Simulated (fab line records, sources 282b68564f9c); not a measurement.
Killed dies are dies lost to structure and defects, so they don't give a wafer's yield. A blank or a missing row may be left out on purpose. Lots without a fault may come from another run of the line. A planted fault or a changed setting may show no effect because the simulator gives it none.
Which tool did it? | flow rit_cmos | 7 lots, 21 wafers sampled, at 1 step of a route of 202

WHAT THE GAUGES READ, wafer by wafer
RIT_NWELL_OVL_MEAS_06.
lot  | measured    | on         | NWELL_OVL (nm)
L414 | day 2 02:34 | overlay-01 | -1.1 0.3 -1.7
L422 | day 3 18:53 | overlay-01 | -0.2 -0.4 -0.9
L424 | day 4 04:40 | overlay-02 | -0.1 -1.9 -1.9
L429 | day 5 05:14 | overlay-01 | -0.2 1.1 0.6
L431 | day 5 14:09 | overlay-02 | -3.6 -2.0 -1.4
L433 | day 6 00:58 | overlay-01 | -0.4 -1.6 -1.8
L435 | day 6 10:20 | overlay-01 | -1.5 -1.1 -1.0

WHICH TOOL RAN EACH LOT (tool, then ch and the chambers of the sampled wafers, then the start)
The record holds no process step before these readings.

THE ANSWER, worked out from the rows above alone
Rule: what is usual is taken from the lots themselves. Put in order of their means at a reading, lots are off if they are a third of the lots or fewer, leave a main group of 4 or more, and stand apart from it by a gap of 3 or more times the standard deviation of the main group's means; of several such gaps the widest counts. A main group whose means are all the same, to the digits that the tables above print for the reading, isn't used. A lot without any number at a reading at which 4 lots or more have one is off too. The other lots that the step has rows for count as sound.
No lot is off at any reading shown: from this, nothing can be told.

WHAT THE SIMULATOR HAD PUT IN
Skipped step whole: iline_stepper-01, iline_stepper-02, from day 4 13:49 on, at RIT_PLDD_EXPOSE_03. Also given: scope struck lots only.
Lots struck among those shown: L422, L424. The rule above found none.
